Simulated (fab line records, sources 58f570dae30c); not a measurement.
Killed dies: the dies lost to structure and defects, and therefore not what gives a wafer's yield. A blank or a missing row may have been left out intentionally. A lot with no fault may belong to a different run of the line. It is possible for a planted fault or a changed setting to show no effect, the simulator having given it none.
Problem report, 8D (eight disciplines) form, completed by code / flow berkeley-cmos170 / the parts of the form that need people (team, actions taken, sign-off) are left out

## 1. PROBLEM STATEMENT
spike-tc-centre-C at UCB170_WELLDRIVE_ANNEAL_03 reads a mean of 1062.1 C on 9 wafers of 3 lots; wafers without a fault read 1102.7 C with a standard deviation of 1.2. That puts it -34 standard deviations away from the usual mean.
The step: time 900 s.
Earliest sighting: wafer L978.1 on furnace-04 at day 7 01:38. Wafers with a number at this step in the record: 45, from 15 lots. By rule, "out" or "out of limits" means more than 4 standard deviations away from the usual mean. The rest of the wafers with a number are treated as sound.

## 2. WHAT IT IS; WHAT IT IS NOT
question=which readings at this step | is=spike-tc-centre-C, spike-tc-load-C, spike-tc-source-C | is not=zone-power-centre-pct
question=which lots | is=L978, L979, L980 | is not=L965, L966, L967, L968, L970, L971, L973, L981, L982, L983, L985, L986
question=which wafers of those lots | is=all that have a number | is not=-
question=read on which tools | is=furnace-04 | is not=furnace-01, furnace-02
question=when | is=from day 7 01:38 | is not=up to then (21 sound wafers); but 15 sound wafers of L981, L982, L983, L985, L986 came after

## 3. THE SUSPECTS, EACH WITH WHAT RULES IT OUT
Counting: a tool at a process step up to the reading stays a suspect if it ran every lot that is out and no sound lot after the first of them.
- furnace-04 at UCB170_WELLDRIVE_ANNEAL_03 (time 900 s): kept. Every lot that is out went through it, starting with L978 (day 7 01:38), and after that it ran no sound lot; the last sound lot it ran before then is L968 (day 5 12:49). Its own spike-tc-centre-C, spike-tc-load-C, spike-tc-source-C readings are out on those wafers.
Remaining after the count: furnace-04 at UCB170_WELLDRIVE_ANNEAL_03.

## 4. THE CAUSE (what the simulator had put in)
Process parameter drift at UCB170_WELLDRIVE_ANNEAL_03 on furnace-04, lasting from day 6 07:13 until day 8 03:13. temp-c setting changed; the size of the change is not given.
After counting, this tool was the only one left.

## 5. SEQUENCE OF EFFECTS, ordered by route
One row per reading whose mean, taken over the struck wafers that have a number, lies over 3 standard deviations from the usual. Only readings whose record carries a usual standard deviation are examined. hours: median over the lots of the time between each lot's start at the first step of this table that gives one and its start at this step. sigmas: the change, counted in usual standard deviations.
hours=0; step=UCB170_WELLDRIVE_ANNEAL_03; reading=spike-tc-centre-C; usual=1102.7 C; on struck wafers=1062.1; change=-40.6; sigmas=-34
hours=0; step=UCB170_WELLDRIVE_ANNEAL_03; reading=spike-tc-load-C; usual=1125.6 C; on struck wafers=1083.4; change=-42.2; sigmas=-18
hours=0; step=UCB170_WELLDRIVE_ANNEAL_03; reading=spike-tc-source-C; usual=1124.6 C; on struck wafers=1082.4; change=-42.2; sigmas=-20
Here are the process steps it includes:
- UCB170_WELLDRIVE_ANNEAL_03: time 900 s.
Later steps that measure or inspect, where all struck wafers having a row at the step show a number for every such reading and not one has moved that far: UCB170_M1_THK_MEAS_02, UCB170_M1_CD_MEAS_90.

## 6. HOW IT WOULD HAVE BEEN CAUGHT EARLIER
18 hours passed between the start of the fault at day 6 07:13 and the first reading out of limits in this record, taken at day 7 01:38.
